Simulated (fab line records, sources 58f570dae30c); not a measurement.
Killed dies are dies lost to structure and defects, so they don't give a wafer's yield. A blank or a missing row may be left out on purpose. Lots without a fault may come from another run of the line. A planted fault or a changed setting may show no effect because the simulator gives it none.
fab line records | flow berkeley_cmos170
record lots=5 wafers=15 last_day=12
route steps=331 shown NVT@105 PVT@115 GATE@125 FIELD@126
lots that met no fault: from a run of the same line without faults
start_h: hours from the record's first day to the start of the lot's first wafer shown | wait_h: hours since the lot's step before | " the same as in the row above | L1.1+2: a row that stands for several wafers | - no value, or no start given | * or withheld: withheld | < > ~ a bound
route shown NAME@n: a module of which the file shows steps, and the number in the route of the first | usual: mean/standard deviation of fault-free wafers | same: alike in all rows | chamber/n: place in a boat | sites: the reading at each site | _std_site: their standard deviation | _edge_site: outer sites' mean less inner sites' | radius_mm: how far each site lies from the wafer's centre | mask NAME#n: copy n | behind: the tool/chamber that last shaped the wafer | hold: why the lot was held/for how many hours/how that ended | device: the transistor (n, p or np) that didn't switch | end of line: the same wafers' tests at the end of the route | a step without rows: its recipe alone | killed: dies lost to structure and defects at the first sort, not the wafer's yield | map: a wafer's dies, x killed, . not, _ none there
set.NAME: the setting as run; set.NAME@STEP: as run at that earlier step | model.NAME: the simulator's own value behind a step, which no gauge read
lots at some steps of the route; a table a step, a row a wafer
services: from which hour (start_h, from the record's first day; less than 0 if before it) a tool's chamber was out of use, for how many hours, and why
## steps
# step UCB170_NVT_COAT_01
# recipe resist=KrF spin_rpm=1500 resist_thk_nm=900
# usual spin_speed_rpm=1500.0/0.96
# columns lot.wafer tool chamber start_h wait_h spin_speed_rpm
L074.2 litho_track-02 0 132.94 0.1 1500.2
L074.3 " 0 " " 1498.9
L074.5 " 0 " " 1499.7
L077.1 litho_track-01 0 142.37 0.1 1499.2
L077.2 " 0 " " 1500.3
L077.5 " 0 " " 1500.4
L084.1 litho_track-01 0 192.00 0.1 1500.3
L084.2 " 0 " " 1500.4
L084.4 " 0 " " 1499.2
L089.2 litho_track-01 0 221.61 0.1 1502.0
L089.3 " 0 " " 1500.5
L089.5 " 0 " " 1501.0
L091.2 litho_track-03 0 240.41 0.1 1498.1
L091.3 " 0 " " 1497.8
L091.6 " 0 " " 1499.6
# step UCB170_NVT_SOFTBAKE_02
# recipe resist=KrF temp_c=130 time_s=60
# same time_s=60
# columns lot.wafer tool chamber start_h wait_h
L074.2+3+5 litho_track-02 0 133.09 0.1
L077.1+2+5 litho_track-01 0 142.52 0.1
L084.1+2+4 litho_track-01 0 192.15 0.1
L089.2+3+5 litho_track-01 0 221.76 0.1
L091.2+3+6 litho_track-03 0 240.56 0.1
# step UCB170_NVT_EXPOSE_03
# recipe mask_id=PWELL target_cd_nm=3000 na=0.5 sigma_outer=0.6 source_shape=conventional dose_mj=30
# columns lot.wafer tool chamber start_h wait_h mask
L074.2+3+5 krf_scanner-01 0 133.48 0.4 PWELL#0
L077.1+2+5 krf_scanner-01 0 142.67 0.1 PWELL#0
L084.1+2+4 krf_scanner-02 0 192.30 0.1 PWELL#0
L089.2+3+5 krf_scanner-01 0 222.03 0.2 PWELL#0
L091.2+3+6 krf_scanner-02 0 240.83 0.2 PWELL#0
# step UCB170_NVT_PEB_04
# recipe peb_temp_c=130 peb_time_s=withheld resist=KrF
# columns lot.wafer tool chamber start_h wait_h
L074.2+3+5 litho_track-01 0 133.86 0.4
L077.1+2+5 litho_track-02 0 142.97 0.3
L084.1+2+4 litho_track-02 0 192.57 0.3
L089.2+3+5 litho_track-01 0 222.63 0.6
L091.2+3+6 litho_track-03 0 240.95 0.1
# step UCB170_NVT_DEVELOP_05
# recipe developer=TMAH develop_time_s=45 resist=KrF dev_temp_c=21
# columns lot.wafer tool chamber start_h wait_h
L074.2+3+5 litho_track-01 0 - -
L077.1+2+5 litho_track-02 0 - -
L084.1+2+4 litho_track-02 0 - -
L089.2+3+5 litho_track-01 0 - -
L091.2+3+6 litho_track-03 0 - -
# step UCB170_NVT_OVL_MEAS_06
# usual NVT_OVL=-4/6.2
# columns lot.wafer tool chamber start_h wait_h NVT_OVL[nm]
L074.2 overlay-02 - 134.11 - -9
L074.3 " - " " -10
L074.5 " - " " -8
L077.1 overlay-01 - 143.24 - -1
L077.2 " - " " -3
L077.5 " - " " 3
L084.1 overlay-02 - 192.85 - -6
L084.2 " - " " 7
L084.4 " - " " 1
L089.2 overlay-02 - 222.89 - -7
L089.3 " - " " -2
L089.5 " - " " -15
L091.2 overlay-02 - 241.20 - -2
L091.3 " - " " 4
L091.6 " - " " 0
# step UCB170_NVT_IMPLANT_07
# recipe species=BF2 dose_cm2=3e+12 energy_kev=50 tilt_deg=7
# columns lot.wafer tool chamber start_h wait_h
L074.2+3+5 implanter-01 0 134.17 0.0
L077.1+2+5 implanter-01 0 143.28 0.0
L084.1+2+4 implanter-01 0 192.88 0.0
L089.2+3+5 implanter-01 0 222.95 0.0
L091.2+3+6 implanter-02 0 241.26 0.0
# step UCB170_NVT_STRIP_08
# recipe chemistry=O2 power_w=400 pressure_mtorr=3500 platen_temp_c=withheld o2_flow_sccm=400 overash_fraction=0.5
# usual drypump_motor_current_A=5.7/0.31 oes_product_au=0.734/0.0045 strip_time_to_endpoint_s=21.62/0.058
# columns lot.wafer tool chamber start_h wait_h drypump_motor_current_A oes_product_au rf_hours_counter_h strip_time_to_endpoint_s
L074.2 plasma_asher-03 1 134.29 0.1 5.4 0.733 42 21.66
L074.3 " 0 " " 6.1 0.734 - 21.65
L074.5 " 1 " " 5.4 0.732 - 21.67
L077.1 plasma_asher-01 0 143.43 0.1 5.8 0.736 3 21.64
L077.2 " 1 " " 5.9 0.730 3 21.61
L077.5 " 1 " " 5.9 0.732 - 21.58
L084.1 plasma_asher-03 0 193.03 0.1 6.1 0.737 48 21.64
L084.2 " 1 " " 5.5 0.739 48 21.69
L084.4 " 0 " " 6.1 0.735 - 21.68
L089.2 plasma_asher-01 0 223.07 0.1 5.8 0.742 10 21.65
L089.3 " 0 " " 5.8 0.732 - 21.66
L089.5 " 0 " " 5.8 0.739 - 21.65
L091.2 plasma_asher-01 0 241.38 0.1 5.9 0.733 11 21.68
L091.3 " 1 " " 5.9 0.728 - 21.65
L091.6 " 1 " " 5.9 0.730 - 21.68
# step UCB170_NVT_TW_MEAS_09
# usual NVT_TW=521/5.7
# columns lot.wafer tool chamber start_h wait_h NVT_TW
L074.2 film_metro-04 - 134.40 0.1 516
L074.3 " - " " 520
L074.5 " - " " 519
L077.1 film_metro-04 - 143.53 0.1 516
L077.2 " - " " 517
L077.5 " - " " 516
L084.1 film_metro-03 - 193.13 0.1 530
L084.2 " - " " 527
L084.4 " - " " 526
L089.2 film_metro-04 - 223.18 0.1 521
L089.3 " - " " 522
L089.5 " - " " 518
L091.2 film_metro-02 - 241.49 0.1 516
L091.3 " - " " 513
L091.6 " - " " 513
# step UCB170_NVT_CLEAN_10
# recipe chemistry=SPM temp_c=120 time_s=600
# usual bath_guard_temp_C=120.2/0.43
# same time_s=600
# columns lot.wafer tool chamber start_h wait_h bath_guard_temp_C
L074.2 wet_bench-04 3 134.45 0.0 120.0
L074.3 " 3 " " 120.1
L074.5 " 3 " " 120.0
L077.1 wet_bench-02 0 143.59 0.1 119.4
L077.2 " 0 " " 119.7
L077.5 " 0 " " 119.6
L084.1 wet_bench-03 3 193.27 0.1 120.8
L084.2 " 3 " " 120.6
L084.4 " 3 " " 120.7
L089.2 wet_bench-04 3 223.23 0.0 120.2
L089.3 " 3 " " 120.2
L089.5 " 3 " " 120.1
L091.2 wet_bench-03 2 241.54 0.0 120.4
L091.3 " 2 " " 120.4
L091.6 " 2 " " 120.7
# step UCB170_PVT_HMDS_00
# recipe prime_time_s=60 prime_temp_c=100
# columns lot.wafer tool chamber start_h wait_h
L074.2+3+5 litho_track-04 0 135.49 0.9
L077.1+2+5 litho_track-02 0 144.24 0.5
L084.1+2+4 litho_track-01 0 193.88 0.4
L089.2+3+5 litho_track-02 0 223.45 0.0
L091.2+3+6 litho_track-02 0 241.74 0.0
# step UCB170_PVT_COAT_01
# recipe resist=KrF spin_rpm=1500 resist_thk_nm=900
# usual spin_speed_rpm=1499.8/0.92
# columns lot.wafer tool chamber start_h wait_h spin_speed_rpm
L074.2 litho_track-04 0 135.64 0.1 1499.9
L074.3 " 0 " " 1499.8
L074.5 " 0 " " 1498.6
L077.1 litho_track-02 0 144.39 0.1 1500.6
L077.2 " 0 " " 1499.5
L077.5 " 0 " " 1500.0
L084.1 litho_track-01 0 194.03 0.1 1500.1
L084.2 " 0 " " 1500.7
L084.4 " 0 " " 1500.7
L089.2 litho_track-02 0 223.60 0.1 1499.3
L089.3 " 0 " " 1499.3
L089.5 " 0 " " 1500.0
L091.2 litho_track-02 0 241.89 0.1 1500.4
L091.3 " 0 " " 1499.9
L091.6 " 0 " " 1499.7
# step UCB170_PVT_SOFTBAKE_02
# recipe resist=KrF temp_c=130 time_s=60
# same time_s=60
# columns lot.wafer tool chamber start_h wait_h
L074.2+3+5 litho_track-04 0 135.79 0.1
L077.1+2+5 litho_track-02 0 144.54 0.1
L084.1+2+4 litho_track-01 0 194.18 0.1
L089.2+3+5 litho_track-02 0 223.75 0.1
L091.2+3+6 litho_track-02 0 242.04 0.1
# step UCB170_PVT_EXPOSE_03
# recipe mask_id=NWELL target_cd_nm=3000 na=0.5 sigma_outer=0.6 source_shape=conventional dose_mj=30
# columns lot.wafer tool chamber start_h wait_h mask
L074.2+3+5 krf_scanner-01 0 136.24 0.4 NWELL#0
L077.1+2+5 krf_scanner-01 0 144.82 0.2 NWELL#0
L084.1+2+4 krf_scanner-02 0 194.33 0.1 NWELL#0
L089.2+3+5 krf_scanner-01 0 223.89 0.1 NWELL#0
L091.2+3+6 krf_scanner-02 0 242.31 0.2 NWELL#0
# step UCB170_PVT_PEB_04
# recipe peb_temp_c=130 peb_time_s=withheld resist=KrF
# columns lot.wafer tool chamber start_h wait_h
L074.2+3+5 litho_track-04 0 136.66 0.4
L077.1+2+5 litho_track-02 0 145.14 0.3
L084.1+2+4 litho_track-04 0 194.99 0.6
L089.2+3+5 litho_track-02 0 224.01 0.1
L091.2+3+6 litho_track-02 0 242.44 0.1
# step UCB170_PVT_DEVELOP_05
# recipe developer=TMAH develop_time_s=45 resist=KrF dev_temp_c=21
# columns lot.wafer tool chamber start_h wait_h
L074.2+3+5 litho_track-04 0 - -
L077.1+2+5 litho_track-02 0 - -
L084.1+2+4 litho_track-04 0 - -
L089.2+3+5 litho_track-02 0 - -
L091.2+3+6 litho_track-02 0 - -
# step UCB170_PVT_OVL_MEAS_06
# usual PVT_OVL=2/4
# columns lot.wafer tool chamber start_h wait_h PVT_OVL[nm]
L074.2 overlay-01 - 136.92 - -2
L074.3 " - " " -2
L074.5 " - " " 1
L077.1 overlay-01 - 145.42 - 4
L077.2 " - " " -3
L077.5 " - " " 2
L084.1 overlay-02 - 195.27 - 5
L084.2 " - " " 6
L084.4 " - " " 5
L089.2 overlay-02 - 224.27 - 1
L089.3 " - " " -2
L089.5 " - " " 7
L091.2 overlay-01 - 242.69 - -3
L091.3 " - " " -1
L091.6 " - " " 0
# step UCB170_PVT_IMPLANT_07
# recipe species=P dose_cm2=2.042e+12 energy_kev=30 tilt_deg=7
# columns lot.wafer tool chamber start_h wait_h
L074.2+3+5 implanter-02 0 136.97 0.0
L077.1+2+5 implanter-03 0 145.46 0.0
L084.1+2+4 implanter-02 0 195.31 0.0
L089.2+3+5 implanter-04 0 224.32 0.0
L091.2+3+6 implanter-04 0 242.75 0.0
# step UCB170_PVT_STRIP_08
# recipe chemistry=O2 power_w=400 pressure_mtorr=3500 platen_temp_c=withheld o2_flow_sccm=400 overash_fraction=0.5
# usual drypump_motor_current_A=5.7/0.34 oes_product_au=0.735/0.0046 strip_time_to_endpoint_s=21.63/0.063
# columns lot.wafer tool chamber start_h wait_h drypump_motor_current_A oes_product_au rf_hours_counter_h strip_time_to_endpoint_s
L074.2 plasma_asher-04 0 137.10 0.1 5.6 0.736 41 21.59
L074.3 " 1 " " 5.1 0.737 - 21.55
L074.5 " 1 " " 5.1 0.727 - 21.65
L077.1 plasma_asher-03 0 145.61 0.1 6.1 0.740 44 21.72
L077.2 " 1 " " 5.5 0.741 44 21.77
L077.5 " 0 " " 6.0 0.730 - 21.68
L084.1 plasma_asher-03 0 195.46 0.1 6.1 0.729 49 21.69
L084.2 " 1 " " 5.5 0.742 49 21.70
L084.4 " 1 " " 5.5 0.725 - 21.76
L089.2 plasma_asher-02 0 224.45 0.1 6.0 0.733 42 21.58
L089.3 " 0 " " 6.0 0.730 - 21.63
L089.5 " 0 " " 6.0 0.734 - 21.65
L091.2 plasma_asher-03 0 242.87 0.1 6.0 0.735 53 21.64
L091.3 " 1 " " 5.4 0.738 - 21.66
L091.6 " 0 " " 6.0 0.737 - 21.60
# step UCB170_PVT_TW_MEAS_09
# usual PVT_TW=510/8.1
# columns lot.wafer tool chamber start_h wait_h PVT_TW
L074.2 film_metro-01 - 137.21 0.1 522
L074.3 " - " " 522
L074.5 " - " " 519
L077.1 film_metro-02 - 145.71 0.1 498
L077.2 " - " " 499
L077.5 " - " " 498
L084.1 film_metro-02 - 195.56 0.1 502
L084.2 " - " " 503
L084.4 " - " " 502
L089.2 film_metro-02 - 224.56 0.1 507
L089.3 " - " " 502
L089.5 " - " " 507
L091.2 film_metro-01 - 242.98 0.1 521
L091.3 " - " " 516
L091.6 " - " " 522
# step UCB170_GATE_WET_ETCH_00
# recipe chemistry=dHF dilution=25:1 target=SiO2 temp_c=25 time_s=200
# same time_s=200
# columns lot.wafer tool chamber start_h wait_h
L074.2+3+5 wet_bench-01 3 137.26 0.0
L077.1+2+5 wet_bench-01 0 145.77 0.1
L084.1+2+4 wet_bench-03 2 195.62 0.1
L089.2+3+5 wet_bench-01 1 224.61 0.0
L091.2+3+6 wet_bench-02 3 243.93 0.9
# step UCB170_FIELD_THK_MEAS_91
# recipe reads=SiO2_of_FIELD_OXIDATION_01
# usual FIELD_OXIDE_LEFT_2_THK=337/12
# columns lot.wafer tool chamber start_h wait_h FIELD_OXIDE_LEFT_2_THK[nm]
L074.2 film_metro-04 - 137.33 0.0 358
L074.3 " - " " 360
L074.5 " - " " 353
L077.1 film_metro-01 - 145.83 0.0 343
L077.2 " - " " 348
L077.5 " - " " 339
L084.1 film_metro-04 - 195.68 0.0 332
L084.2 " - " " 330
L084.4 " - " " 333
L089.2 film_metro-02 - 224.68 0.0 351
L089.3 " - " " 345
L089.5 " - " " 349
L091.2 film_metro-01 - 244.01 0.0 312
L091.3 " - " " 322
L091.6 " - " " 324
# step UCB170_GATE_OXIDATION_01
# recipe temp_c=850 ambient=O2 target_thk_a=66 ox_time_s=1800
# usual spike_tc_load_C=874.4/0.99 zone_power_load_pct=25.3/1.7 zone_power_source_pct=23/3.2
# columns lot.wafer tool chamber start_h wait_h spike_tc_load_C zone_power_load_pct zone_power_source_pct
L074.2 furnace-02 0 138.30 1.0 875.2 26.6 21
L074.3 " 0 " " 874.7 27.0 20
L074.5 " 0 " " 875.4 26.4 20
L077.1 furnace-04 0 156.18 10.3 872.5 23.3 27
L077.2 " 0 " " 874.0 23.5 27
L077.5 " 0 " " 875.0 23.2 27
L084.1 furnace-02 0 200.55 4.9 875.3 26.1 20
L084.2 " 0 " " 874.2 26.4 21
L084.4 " 0 " " 874.7 26.4 20
L089.2 furnace-02 0 235.04 10.3 874.7 26.6 20
L089.3 " 0 " " 875.0 26.2 21
L089.5 " 0 " " 875.1 26.5 21
L091.2 furnace-01 0 247.12 3.1 872.5 23.5 25
L091.3 " 0 " " 872.3 23.6 25
L091.6 " 0 " " 873.6 23.2 26
# step UCB170_GATE_THK_MEAS_02
# recipe reads=SiO2_of_GATE_OXIDATION_01
# usual GATE_OXIDE_THK=6.60/0.11
# columns lot.wafer tool chamber start_h wait_h GATE_OXIDE_THK[nm]
L074.2 film_metro-01 - 139.87 0.1 6.71
L074.3 " - " " 6.63
L074.5 " - " " 6.63
L077.1 film_metro-03 - 157.68 0.0 6.54
L077.2 " - " " 6.60
L077.5 " - " " 6.52
L084.1 film_metro-01 - 202.11 0.1 6.75
L084.2 " - " " 6.80
L084.4 " - " " 6.68
L089.2 film_metro-03 - 236.55 0.0 6.69
L089.3 " - " " 6.59
L089.5 " - " " 6.57
L091.2 film_metro-01 - 248.63 0.0 6.65
L091.3 " - " " 6.60
L091.6 " - " " 6.65
# step UCB170_GATE_ANNEAL_03
# recipe temp_c=900 time_s=1800 ambient=N2
# usual spike_tc_load_C=925.1/1.1 zone_power_load_pct=28.4/1.8 zone_power_source_pct=26/3.4
# same time_s=1800
# columns lot.wafer tool chamber start_h wait_h spike_tc_load_C zone_power_load_pct zone_power_source_pct
L074.2 furnace-02 0 141.47 1.6 925.9 30.4 23
L074.3 " 0 " " 924.1 30.4 23
L074.5 " 0 " " 923.1 30.1 24
L077.1 furnace-02 0 165.25 7.6 927.2 29.9 23
L077.2 " 0 " " 926.4 29.9 23
L077.5 " 0 " " 922.5 30.4 23
L084.1 furnace-02 0 207.72 5.6 925.3 30.6 23
L084.2 " 0 " " 925.3 30.2 23
L084.4 " 0 " " 925.4 30.2 23
L089.2 furnace-02 0 244.08 7.5 925.0 30.2 23
L089.3 " 0 " " 924.3 29.9 24
L089.5 " 0 " " 925.3 30.5 23
L091.2 furnace-01 0 252.97 4.3 926.7 26.7 29
L091.3 " 0 " " 926.3 26.4 29
L091.6 " 0 " " 925.4 26.2 29
# step UCB170_GATE_CVD_04
# recipe material=poly-Si temp_c=610 precursor=SiH4 time_s=1440 pressure_mtorr=375 target_thk_nm=214 sih4_flow_sccm=120
# usual pressure_mtorr=375.1/0.82 spike_tc_load_C=634/4.4 zone_power_load_pct=11.04/0.24 zone_power_source_pct=10.2/0.7
# same time_s=1440
# columns lot.wafer tool chamber start_h wait_h pressure_mtorr spike_tc_load_C zone_power_load_pct zone_power_source_pct
L074.2 lpcvd-02 0 142.97 0.0 375.3 637 11.09 11.2
L074.3 " 0 " " 375.9 639 11.11 11.0
L074.5 " 0 " " 375.0 637 11.15 10.9
L077.1 lpcvd-02 0 167.70 0.9 373.5 637 10.88 11.2
L077.2 " 0 " " 373.0 638 11.19 11.0
L077.5 " 0 " " 374.7 636 11.10 11.1
L084.1 lpcvd-01 0 209.22 0.0 376.1 639 10.67 10.8
L084.2 " 0 " " 375.4 639 10.67 11.1
L084.4 " 0 " " 376.1 639 10.67 10.9
L089.2 lpcvd-01 0 245.58 0.0 376.1 640 10.85 10.7
L089.3 " 0 " " 376.3 638 10.75 10.7
L089.5 " 0 " " 374.5 639 10.72 10.9
L091.2 lpcvd-01 1 254.47 0.0 375.1 629 11.17 9.3
L091.3 " 1 " " 374.7 631 11.06 9.4
L091.6 " 1 " " 375.7 630 11.16 9.4
# step UCB170_GATE_THK_MEAS_05
# recipe reads=poly-Si_of_GATE_CVD_04
# usual GATE_POLY_THK=214.8/2
# columns lot.wafer tool chamber start_h wait_h GATE_POLY_THK[nm]
L074.2 film_metro-01 - 145.13 0.1 210.8
L074.3 " - " " 214.2
L074.5 " - " " 213.7
L077.1 film_metro-04 - 169.10 0.0 212.5
L077.2 " - " " 213.4
L077.5 " - " " 212.0
L084.1 film_metro-04 - 210.63 0.0 213.3
L084.2 " - " " 212.8
L084.4 " - " " 214.4
L089.2 film_metro-01 - 247.69 0.0 214.7
L089.3 " - " " 214.9
L089.5 " - " " 214.5
L091.2 film_metro-03 - 255.88 0.0 216.6
L091.3 " - " " 216.1
L091.6 " - " " 216.8
# step UCB170_GATE_COAT_06
# recipe resist=BARC temp_c=withheld time_s=withheld spin_rpm=3000 resist_thk_nm=withheld
# usual spin_speed_rpm=2999.9/1.7
# columns lot.wafer tool chamber start_h wait_h spin_speed_rpm
L074.2 litho_track-04 0 145.56 0.4 2998.9
L074.3 " 0 " " 2998.7
L074.5 " 0 " " 2998.9
L077.1 litho_track-02 0 169.40 0.3 3001.2
L077.2 " 0 " " 2998.7
L077.5 " 0 " " 3000.4
L084.1 litho_track-03 0 210.92 0.3 2999.4
L084.2 " 0 " " 3001.5
L084.4 " 0 " " 2999.0
L089.2 litho_track-02 0 247.76 0.1 3001.3
L089.3 " 0 " " 3000.7
L089.5 " 0 " " 3000.7
L091.2 litho_track-03 0 255.96 0.1 3000.2
L091.3 " 0 " " 3000.4
L091.6 " 0 " " 3000.6
# step UCB170_GATE_COAT_07
# recipe resist=KrF spin_rpm=1518 resist_thk_nm=900
# usual spin_speed_rpm=1518.0/0.89
# columns lot.wafer tool chamber start_h wait_h spin_speed_rpm
L074.2 litho_track-04 0 - - 1519.7
L074.3 " 0 " " 1519.6
L074.5 " 0 " " 1518.2
L077.1 litho_track-02 0 - - 1518.7
L077.2 " 0 " " 1518.8
L077.5 " 0 " " 1518.6
L084.1 litho_track-03 0 - - 1517.8
L084.2 " 0 " " 1518.3
L084.4 " 0 " " 1518.3
L089.2 litho_track-02 0 - - 1516.8
L089.3 " 0 " " 1517.0
L089.5 " 0 " " 1518.5
L091.2 litho_track-03 0 - - 1517.9
L091.3 " 0 " " 1519.0
L091.6 " 0 " " 1518.8
# step UCB170_GATE_SOFTBAKE_08
# recipe resist=KrF temp_c=130 time_s=60
# same time_s=60
# columns lot.wafer tool chamber start_h wait_h
L074.2+3+5 litho_track-04 0 - -
L077.1+2+5 litho_track-02 0 - -
L084.1+2+4 litho_track-03 0 - -
L089.2+3+5 litho_track-02 0 - -
L091.2+3+6 litho_track-03 0 - -
# step UCB170_GATE_EXPOSE_09
# recipe mask_id=POLY target_cd_nm=350 na=0.5 sigma_outer=0.6 source_shape=conventional dose_mj=21
# columns lot.wafer tool chamber start_h wait_h mask
L074.2+3+5 krf_scanner-01 0 146.19 - POLY#0
L077.1+2+5 krf_scanner-02 0 169.85 - POLY#0
L084.1+2+4 krf_scanner-02 0 211.61 - POLY#0
L089.2+3+5 krf_scanner-02 0 248.20 - POLY#0
L091.2+3+6 krf_scanner-01 0 256.40 - POLY#0
# step UCB170_GATE_PEB_10
# recipe peb_temp_c=130 peb_time_s=withheld resist=KrF
# columns lot.wafer tool chamber start_h wait_h
L074.2+3+5 litho_track-03 0 146.31 0.1
L077.1+2+5 litho_track-02 0 170.30 0.4
L084.1+2+4 litho_track-02 0 211.73 0.1
L089.2+3+5 litho_track-03 0 248.33 0.1
L091.2+3+6 litho_track-04 0 256.52 0.1
# step UCB170_GATE_DEVELOP_11
# recipe developer=TMAH develop_time_s=45 resist=KrF dev_temp_c=21
# columns lot.wafer tool chamber start_h wait_h
L074.2+3+5 litho_track-03 0 - -
L077.1+2+5 litho_track-02 0 - -
L084.1+2+4 litho_track-02 0 - -
L089.2+3+5 litho_track-03 0 - -
L091.2+3+6 litho_track-04 0 - -
# step UCB170_GATE_CD_MEAS_12
# recipe target_cd_nm=350
# usual cd_nm=350.1/1.7
# columns lot.wafer tool chamber start_h wait_h cd_nm
L074.2 cd_sem-01 - 146.58 - 352.2
L074.3 " - " " 352.8
L074.5 " - " " 352.6
L077.1 cd_sem-02 - 170.58 - 351.8
L077.2 " - " " 352.0
L077.5 " - " " 352.0
L084.1 cd_sem-01 - 212.01 - 350.1
L084.2 " - " " 349.4
L084.4 " - " " 350.6
L089.2 cd_sem-02 - 248.60 - 348.2
L089.3 " - " " 347.5
L089.5 " - " " 347.5
L091.2 cd_sem-01 - 256.79 - 350.7
L091.3 " - " " 349.3
L091.6 " - " " 350.6
# step UCB170_GATE_OVL_MEAS_13
# usual GATE_OVL=-6/5.3
# columns lot.wafer tool chamber start_h wait_h GATE_OVL[nm]
L074.2 overlay-02 - 146.69 0.1 -7
L074.3 " - " " -3
L074.5 " - " " 1
L077.1 overlay-01 - 170.70 0.1 -6
L077.2 " - " " -3
L077.5 " - " " -4
L084.1 overlay-01 - 212.13 0.1 -5
L084.2 " - " " -12
L084.4 " - " " -10
L089.2 overlay-01 - 248.70 0.1 -3
L089.3 " - " " -3
L089.5 " - " " -1
L091.2 overlay-01 - 256.90 0.1 1
L091.3 " - " " 0
L091.6 " - " " -1
# step UCB170_GATE_ETCH_14
# recipe chemistry=N2/H2 target_depth_a=withheld overetch_a=withheld target=BARC time_s=withheld source_w=500 bias_w=100 pressure_mtorr=30 n2_flow_sccm=100 h2_flow_sccm=200
# usual bias_w=100.00/0.27 drypump_motor_current_A=5.5/0.4 oes_product_au=1.003/0.022 rf_fwd_power_W=495.4/2.2 throttle_valve_pct=13.39/0.15
# columns lot.wafer tool chamber start_h wait_h bias_w drypump_motor_current_A oes_product_au rf_fwd_power_W throttle_valve_pct
L074.2 rie_diel-02 3 146.72 0.0 99.86 5.1 1.031 498.9 13.48
L074.3 " 0 " " 100.19 5.9 1.028 493.2 13.57
L074.5 " 2 " " 100.09 5.6 0.977 495.4 13.52
L077.1 rie_diel-04 2 170.73 0.0 99.92 4.9 1.008 496.4 13.51
L077.2 " 3 " " 99.93 5.2 0.976 494.9 13.16
L077.5 " 2 " " 99.97 4.9 1.018 496.8 13.48
L084.1 rie_diel-02 3 212.16 0.0 99.91 5.2 1.020 497.4 13.51
L084.2 " 1 " " 100.25 5.6 0.985 499.2 13.27
L084.4 " 2 " " 99.63 5.6 0.974 495.3 13.52
L089.2 rie_diel-04 1 248.73 0.0 100.50 6.0 1.021 495.2 13.44
L089.3 " 2 " " 99.72 4.9 1.009 495.2 13.49
L089.5 " 0 " " 100.24 6.0 1.035 497.1 13.26
L091.2 rie_diel-03 3 256.93 0.0 99.76 5.0 0.976 493.3 13.62
L091.3 " 1 " " 99.82 5.7 0.994 496.6 13.42
L091.6 " 2 " " 99.89 5.3 1.001 494.4 13.29
# step UCB170_GATE_ETCH_15
# recipe chemistry=HBr/Cl2 target=poly-Si stop_on=SiO2 over_etch_frac=0.3 icp_w=300 bias_w=150 time_s=56.3 pressure_mtorr=15 HBr_flow_sccm=150 Cl2_flow_sccm=50 target_depth_a=2782
# usual bias_w=150.0/0.43 drypump_motor_current_A=5.8/0.52 oes_product_au=0.835/0.015 rf_fwd_power_W=297.3/1.2 throttle_valve_pct=26.58/0.28
# same time_s=56.3
# columns lot.wafer tool chamber start_h wait_h bias_w drypump_motor_current_A oes_product_au rf_fwd_power_W rf_hours_counter_h throttle_valve_pct
L074.2 rie_si-02 1 146.76 - 150.4 6.2 0.849 296.2 58 26.12
L074.3 " 0 " " 149.9 5.4 0.832 297.4 31 26.74
L074.5 " 2 " " 150.1 5.2 0.837 295.9 - 26.61
L077.1 rie_si-02 3 170.78 - 149.4 6.0 0.845 295.9 114 26.80
L077.2 " 0 " " 150.0 5.4 0.827 296.0 31 26.73
L077.5 " 2 " " 150.5 5.2 0.822 295.8 - 26.59
L084.1 rie_si-01 0 212.20 - 150.5 6.4 0.832 296.4 89 26.75
L084.2 " 2 " " 150.5 6.6 0.807 299.5 0 26.62
L084.4 " 1 " " 149.9 5.1 0.812 299.3 2 26.93
L089.2 rie_si-01 3 248.77 - 149.7 5.4 0.839 296.0 1 26.19
L089.3 " 2 " " 150.0 6.6 0.809 299.5 0 26.63
L089.5 " 3 " " 149.3 5.4 0.832 295.9 - 26.18
L091.2 rie_si-02 2 256.97 - 149.9 5.2 0.844 295.9 101 26.59
L091.3 " 0 " " 150.1 5.4 0.831 297.0 31 26.72
L091.6 " 0 " " 150.2 5.4 0.834 298.5 - 26.72
# step UCB170_GATE_STRIP_16
# recipe chemistry=O2 power_w=400 pressure_mtorr=3500 platen_temp_c=withheld o2_flow_sccm=400 overash_fraction=0.5
# usual drypump_motor_current_A=5.6/0.32 oes_product_au=0.724/0.0047
# columns lot.wafer tool chamber start_h wait_h drypump_motor_current_A oes_product_au rf_hours_counter_h
L074.2 plasma_asher-01 1 146.81 0.0 5.9 0.721 3
L074.3 " 1 " " 5.8 0.718 -
L074.5 " 0 " " 5.8 0.722 -
L077.1 plasma_asher-04 0 170.82 0.0 5.6 0.727 44
L077.2 " 1 " " 5.1 0.726 44
L077.5 " 1 " " 5.1 0.722 -
L084.1 plasma_asher-04 1 212.25 0.0 5.1 0.723 47
L084.2 " 0 " " 5.6 0.729 47
L084.4 " 1 " " 5.1 0.723 -
L089.2 plasma_asher-04 0 248.82 0.0 5.6 0.728 50
L089.3 " 0 " " 5.6 0.730 -
L089.5 " 1 " " 5.1 0.728 -
L091.2 plasma_asher-01 1 257.02 0.0 5.9 0.720 13
L091.3 " 0 " " 5.9 0.715 -
L091.6 " 0 " " 5.9 0.721 -
# step UCB170_GATE_CD_MEAS_90
# recipe target_cd_nm=350
# usual cd_nm=350.1/1.7
# columns lot.wafer tool chamber start_h wait_h cd_nm
L074.2 cd_sem-02 - 146.93 0.1 351.8
L074.3 " - " " 352.7
L074.5 " - " " 352.2
L077.1 cd_sem-02 - 170.92 0.1 351.5
L077.2 " - " " 351.5
L077.5 " - " " 351.8
L084.1 cd_sem-02 - 212.35 0.1 348.5
L084.2 " - " " 349.3
L084.4 " - " " 351.0
L089.2 cd_sem-01 - 248.94 0.1 348.0
L089.3 " - " " 347.3
L089.5 " - " " 347.2
L091.2 cd_sem-02 - 257.14 0.1 351.6
L091.3 " - " " 350.2
L091.6 " - " " 350.7
## services
# columns tool chamber start_h hours kind
rie_si-01 - 112.46 2.8 pm
rie_diel-04 3 115.13 3.1 repair
rie_diel-04 - 121.00 0.2 repair
krf_scanner-02 - 124.79 1.3 pm
krf_scanner-01 - 126.53 0.8 pm
implanter-01 - 126.87 4.0 repair
rie_diel-02 3 129.54 11.8 repair
rie_si-01 0 132.76 1.0 repair
rie_si-02 2 141.32 2.7 repair
plasma_asher-04 - 143.01 2.8 pm
implanter-02 - 143.77 2.9 repair
implanter-01 - 144.74 1.0 repair
krf_scanner-02 - 145.78 1.0 pm
krf_scanner-01 - 150.38 0.2 repair
rie_si-02 1 156.68 3.2 repair
krf_scanner-01 - 159.19 36.0 pm
krf_scanner-01 - 195.19 1.0 pm
implanter-02 - 200.67 1.8 repair
krf_scanner-01 - 212.84 4.0 pm
furnace-02 - 222.87 4.9 pm
plasma_asher-04 - 223.59 4.0 repair
furnace-02 - 227.78 3.4 pm
krf_scanner-02 - 234.60 1.7 repair
krf_scanner-01 - 247.70 0.6 repair
## key
fault none
